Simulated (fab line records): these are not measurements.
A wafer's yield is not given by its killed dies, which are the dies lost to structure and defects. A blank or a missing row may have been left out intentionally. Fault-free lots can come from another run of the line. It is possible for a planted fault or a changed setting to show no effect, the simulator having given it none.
fab line records	flow rit_cmos
[record] lots = 13	wafers = 39	last_day = 7
route steps=202 shown NSD@140 M1@202
lots untouched by any fault: they come from a run of this same line in which no faults occurred
start_h: hours from the record's first day to the start of the lot's first wafer shown	wait_h: hours since the lot's step before	" the same as in the row above	L1.1+2: a row that stands for several wafers	- either no value or no given start	* or withheld: withheld	< > ~ a bound
route shown NAME@n: NAME is a module with steps in the file, n the number in the route of the first one	usual: mean/standard deviation of fault-free wafers	same: alike in all rows	chamber/n: place in a boat	sites: each site's reading	_std_site: standard deviation of those values	_edge_site: outer sites' mean less inner sites'	radius_mm: for every site, how far away it sits from the centre of the wafer	mask NAME#n: copy n	behind: the most recent tool/chamber to have shaped the wafer	hold: the reason the lot was held/the length of the hold in hours/how it ended	device: which transistor (n, p or np) failed to switch	end of line: the tests these same wafers got at the end of their route	a step without rows: its recipe alone	killed: dies lost to structure and defects at the first sort, not the wafer's yield	map: per-die view of a wafer (x killed, . not killed, _ where there is no die)
set.NAME: the setting the step ran with; set.NAME@STEP: the setting that earlier step ran with	model.NAME: the simulator's own value behind a step, which no gauge read
the route's steps for a sample of lots (tables are steps, rows are wafers)
services: the hour from which a tool's chamber was out of use, counted from the record's first day as start_h (under 0 if before that day), plus the number of hours and why
[[steps]]
[step RIT_NSD_STRIP_09]
[recipe] chemistry = O2	time_s = 180	resist = NOVOLAK	platen_temp_c = withheld	power_w = 500	pressure_mtorr = 4000	o2_flow_sccm = 4000
[usual] chamber_pressure_mTorr = 4000/3.9	drypump_motor_current_A = 5.96/0.22
lot.wafer	tool	chamber	start_h	wait_h	chamber_pressure_mTorr	drypump_motor_current_A	rf_hours_counter_h
L184.1	plasma_asher-02	1	52.24	0.1	4001	5.89	41
L184.3	"	1	"	"	4006	5.86	-
L184.6	"	0	"	"	3985	5.67	-
L185.1	plasma_asher-02	0	57.85	0.1	3994	5.68	41
L185.3	"	1	"	"	3999	5.90	-
L185.5	"	1	"	"	3998	5.89	-
L186.1	plasma_asher-04	1	68.07	0.1	4002	6.20	26
L186.4	"	0	"	"	3995	6.19	-
L186.5	"	0	"	"	4003	6.20	-
L187.3	plasma_asher-04	0	72.65	0.1	3999	6.20	-
L187.4	"	1	"	"	4000	6.21	-
L187.6	"	0	"	"	4002	6.19	-
L188.1	plasma_asher-04	1	77.16	0.1	4004	6.19	27
L188.2	"	0	"	"	4003	6.22	27
L188.6	"	1	"	"	4003	6.16	-
L189.1	plasma_asher-02	0	81.98	0.1	4002	5.73	44
L189.3	"	0	"	"	4002	5.75	-
L189.4	"	1	"	"	3999	5.85	-
L192.2	plasma_asher-02	0	97.74	0.1	4000	5.66	45
L192.4	"	0	"	"	4003	5.65	-
L192.5	"	0	"	"	4002	5.66	-
L193.3	plasma_asher-04	1	100.48	0.1	3996	6.18	-
L193.5	"	0	"	"	4000	6.22	-
L193.6	"	1	"	"	3998	6.18	-
L198.1	plasma_asher-02	1	125.20	0.1	4000	5.84	1
L198.2	"	0	"	"	3994	5.68	1
L198.5	"	0	"	"	4001	5.67	-
L199.2	plasma_asher-01	1	127.67	0.1	4002	5.75	49
L199.3	"	1	"	"	3999	5.77	-
L199.5	"	0	"	"	3997	5.82	-
L200.2	plasma_asher-02	1	130.23	0.1	4001	5.90	1
L200.3	"	0	"	"	4003	5.65	-
L200.5	"	1	"	"	3994	5.89	-
L204.2	plasma_asher-02	1	151.93	0.1	3998	5.87	4
L204.3	"	0	"	"	3996	5.68	-
L204.6	"	0	"	"	3998	5.71	-
L205.1	plasma_asher-02	0	156.98	0.1	3999	5.69	4
L205.2	"	1	"	"	3998	5.88	4
L205.4	"	0	"	"	4000	5.65	-
[step RIT_M1_PROBE_99]
[usual] killed_at_contacts = 0.1/0.36	killed_at_front_end = 7/3.1	killed_dies = 7/3.1	killed_on_rim = 1.9/1.4	killed_open = 3.6/2.1	killed_short = 3.2/1.9
[same] gross_dies = 264	killed_at_M0_to_M3 = 0	killed_at_M4_up = 0	killed_at_back_side = 0	killed_at_other = 0
lot.wafer	tool	chamber	start_h	wait_h	killed_at_contacts	killed_at_front_end	killed_dies	killed_on_rim	killed_open	killed_short
L193.3	prober-02	-	110.26	0.2	0	32	32	11	3	4
L193.5	prober-02	-	110.36	0.2	0	13	13	5	7	6
L193.6	prober-02	-	110.41	0.2	0	25	25	9	1	2
L200.2	prober-01	-	140.01	0.1	0	5	5	2	2	3
L200.3	prober-01	-	140.06	0.2	0	5	5	1	1	4
L200.5	prober-01	-	140.16	0.2	0	4	4	1	3	1
// killed by level:class
L193.3 NSD:unspecified=25 FOX1:geometric_particle:short=2 FOX2:geometric_particle:open=2 FOX2:geometric_particle:short=2 FOX1:geometric_particle:open=1
L193.5 GATE:geometric_particle:open=3 GATE:geometric_particle:short=2 SPACER:geometric_particle:short=2 FOX1:geometric_particle:open=1 FOX2:geometric_particle:short=1 REOX:geometric_particle:open=1 SPACER:geometric_particle:open=1 SILICIDE:geometric_particle:open=1
L193.6 NSD:unspecified=22 FOX1:geometric_particle:open=1 FOX2:geometric_particle:short=1 SILICIDE:geometric_particle:short=1
L200.2 GATE:geometric_particle:open=2 GATE:geometric_particle:short=2 SPACER:geometric_particle:short=1
L200.3 SILICIDE:geometric_particle:short=3 FOX2:geometric_particle:short=1 GATE:geometric_particle:open=1
L200.5 GATE:geometric_particle:open=2 REOX:geometric_particle:short=1 REOX:geometric_particle:open=1
[[services]]
tool	chamber	start_h	hours	kind
plasma_asher-04	-	105.75	0.9	repair
plasma_asher-02	-	108.75	9.0	pm
plasma_asher-02	0	108.75	9.0	vent_cycle
plasma_asher-02	1	108.75	9.0	vent_cycle
plasma_asher-02	0	117.75	-	clean
plasma_asher-02	1	117.75	-	clean
[[key]]
[first_sign] step = RIT_M1_PROBE_99	reading = killed_dies	direction = up	sigmas = 7.1	usual = 7	struck = 28
[effect] step = RIT_M1_PROBE_99	reading = killed_at_front_end	direction = up	sigmas = 7	usual = 7	struck = 28
met_at RIT_NSD_STRIP_09
struck_lots L193
struck_wafers L193.3,L193.6
tester_left_out L193
onset_between 77.16 100.48
[fault] kind = chamber_particle_source	tool = plasma_asher-04	chamber = 1	onset_h = 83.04	steps = RIT_NSD_STRIP_09	rate_per_visit_cm2 = 0.96846	end_h = 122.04
// tester_left_out: of these lots the tester's yield and bins aren't shown, on N5 and GAA mostly nor the transistor test; their killed dies are dies lost to structure and defects alone, not to doping, threshold or leakage, so they don't give the yield
